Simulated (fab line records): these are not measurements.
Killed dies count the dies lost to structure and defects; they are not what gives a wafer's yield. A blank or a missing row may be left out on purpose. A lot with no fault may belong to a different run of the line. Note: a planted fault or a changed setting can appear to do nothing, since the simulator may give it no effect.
Which of the tools did it? || flow ritCmos || 6 lots, 18 wafers sampled, at 2 steps of a route of 202

WHAT EACH GAUGE READ, for each wafer
RIT_SILICIDE_RS_MEAS_02: the measuring method here is four-point-probe.
{"lot": "L966", "measured": "day 3 06:17", "on": "filmMetro-03", "SILICIDE_TI_RS (ohm/sq)": "47.2 47.6 48.0"}
{"lot": "L968", "measured": "day 3 19:25", "on": "filmMetro-02", "SILICIDE_TI_RS (ohm/sq)": "47.6 46.6 46.6"}
{"lot": "L970", "measured": "day 4 02:25", "on": "filmMetro-03", "SILICIDE_TI_RS (ohm/sq)": "48.5 48.5 47.7"}
{"lot": "L974", "measured": "day 4 23:03", "on": "filmMetro-01", "SILICIDE_TI_RS (ohm/sq)": "47.6 47.1 46.0"}
{"lot": "L977", "measured": "day 5 19:05", "on": "filmMetro-03", "SILICIDE_TI_RS (ohm/sq)": "47.7 59.4 48.1"}
{"lot": "L986", "measured": "day 7 11:05", "on": "filmMetro-01", "SILICIDE_TI_RS (ohm/sq)": "47.2 48.8 47.3"}

EACH LOT AND THE TOOL THAT RAN IT (in order: tool; ch and the chambers of the sampled wafers; start)
{"lot": "L966", "RIT_SILICIDE_SPUTTER_01": "pvdSputter-01, day 3 06:04"}
{"lot": "L968", "RIT_SILICIDE_SPUTTER_01": "pvdSputter-01, day 3 19:14"}
{"lot": "L970", "RIT_SILICIDE_SPUTTER_01": "pvdSputter-01, day 4 02:15"}
{"lot": "L974", "RIT_SILICIDE_SPUTTER_01": "pvdSputter-01, day 4 22:54"}
{"lot": "L977", "RIT_SILICIDE_SPUTTER_01": "pvdSputter-02, day 5 18:55"}
{"lot": "L986", "RIT_SILICIDE_SPUTTER_01": "pvdSputter-01, day 7 10:53"}
- RIT_SILICIDE_SPUTTER_01: material Ti, target thk 30 nm, time 240 s.

THE ANSWER, worked out from the rows above alone
Rule: usual is defined by the lots themselves. Put in order of their means at a reading, lots are off if they are a third of the lots or fewer, leave a main group of 4 or more, and stand apart from it by a gap of 3 or more times the standard deviation of the main group's means; of several such gaps the widest counts. The tables above print the reading to a certain number of digits; a main group whose means all agree to those digits is not used. A lot without any number at a reading at which 4 lots or more have one is off too. All remaining lots with rows at the step are treated as sound.
Off: at RIT_SILICIDE_RS_MEAS_02 (SILICIDE_TI_RS), L977. Mean 47.5 ohm/sq and standard deviation 0.51 in the main group.
If a tool, at a process step before that reading, ran all the lots that are off and no sound lot after the first of them, it fits. Gauges at RIT_SILICIDE_RS_MEAS_02: tried the same way as those tools. This does not decide it: 2 tools fit, namely pvdSputter-02 at RIT_SILICIDE_SPUTTER_01 and filmMetro-03 at RIT_SILICIDE_RS_MEAS_02.

WHAT WAS PUT IN BY THE SIMULATOR
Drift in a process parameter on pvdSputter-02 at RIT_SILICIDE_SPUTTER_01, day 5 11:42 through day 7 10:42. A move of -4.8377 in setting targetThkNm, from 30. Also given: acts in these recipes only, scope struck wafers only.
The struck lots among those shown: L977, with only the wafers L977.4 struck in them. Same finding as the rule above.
